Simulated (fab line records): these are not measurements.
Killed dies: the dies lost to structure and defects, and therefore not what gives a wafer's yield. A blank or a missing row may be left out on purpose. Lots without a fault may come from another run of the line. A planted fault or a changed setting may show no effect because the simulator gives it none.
Comparing a struck lot with a sound one / flow berkeley-cmos170 / 14 out of 331 route steps
Sound: wafers L973.1, L973.3, L973.5. Wafers struck: L967.3, L967.4, L967.6. Last of all comes the cause.
Each step with rows lists, per side, the tool, then ch with its chambers, then its first start. Under that, the readings that differ: sound wafers / struck wafers / difference of the means / sigmas: that difference in standard deviations of wafers without a fault.
alike: readings with means less than 2 such deviations apart, plus words and numbers identical on both sides. not compared: withheld readings, readings lacking a value on some wafer, bounds such as >300 that could conceal the same value, and numbers that have no deviation in the record and whose values overlap.
Wherever a step has rows on one side only, a row that says differs or no value, or a row with sigmas, the two part there. When numbers do not overlap yet have no deviation, they are printed without sigmas and do not part them. Lack of a reading on every wafer of one side parts them only where that side has two or more wafers.

first, 3 steps without rows for these wafers: UCB170_ACTIVE_CLEAN_00 (cleans in SPM, time 600 s); UCB170_ACTIVE_CLEAN_01 (cleans in dHF, time 60 s); UCB170_ACTIVE_OXIDATION_02 (target thk 26.4 nm, ox time 1260 s).
UCB170_ACTIVE_THK_MEAS_03:
  sound on film-metro-01, day 9 02:04; struck on film-metro-03, day 8 01:39
  alike: ACTIVE_OXIDE_THK
then, 2 steps without rows for these wafers: UCB170_ACTIVE_ANNEAL_04 (time 900 s); UCB170_ACTIVE_CVD_05 (deposits Si3N4 from SiH2Cl2/NH3, target thk 220 nm, time 3300 s).
UCB170_ACTIVE_THK_MEAS_06:
  sound on film-metro-03, day 9 10:43; struck on film-metro-01, day 8 09:52
  alike: ACTIVE_NITRIDE_THK
then, 5 steps without rows for these wafers: UCB170_ACTIVE_HMDS_07 (prime time 60 s); UCB170_ACTIVE_COAT_08 (resist thk 900 nm); UCB170_ACTIVE_SOFTBAKE_09 (time 60 s); UCB170_ACTIVE_EXPOSE_10 (exposes mask ACTIVE, target cd 1200 nm); UCB170_ACTIVE_PEB_11.
UCB170_ACTIVE_DEVELOP_12: develop time 45 s.
  struck on litho-track-04, day 8 11:00; sound on litho-track-01 ch 0, day 9 11:00
  no value came back on the struck wafers for chill-plate-temp-C (C), develop-time-s (s); on the sound wafers chill-plate-temp-C (C) reads 23.11 22.98 22.99
reading=model.KrF_of_ACTIVE_COAT_08.thk-nm (nm); sound=887.5 884.3 887.8; struck=902.1 904.1 903.7; difference=+16.8; sigmas=
UCB170_ACTIVE_CD_MEAS_13 targets a cd of 1200 nm.
  sound on cd-sem-01, day 9 11:55; struck on cd-sem-02, day 8 11:24
reading=cd-nm (nm); sound=1202.2 1202.0 1202.9; struck=- - -; difference=no value on the struck wafers; sigmas=

WHERE THEY PART
First at UCB170_ACTIVE_DEVELOP_12; last, within this record, at UCB170_ACTIVE_CD_MEAS_13.

WHY: the cause the simulator had injected
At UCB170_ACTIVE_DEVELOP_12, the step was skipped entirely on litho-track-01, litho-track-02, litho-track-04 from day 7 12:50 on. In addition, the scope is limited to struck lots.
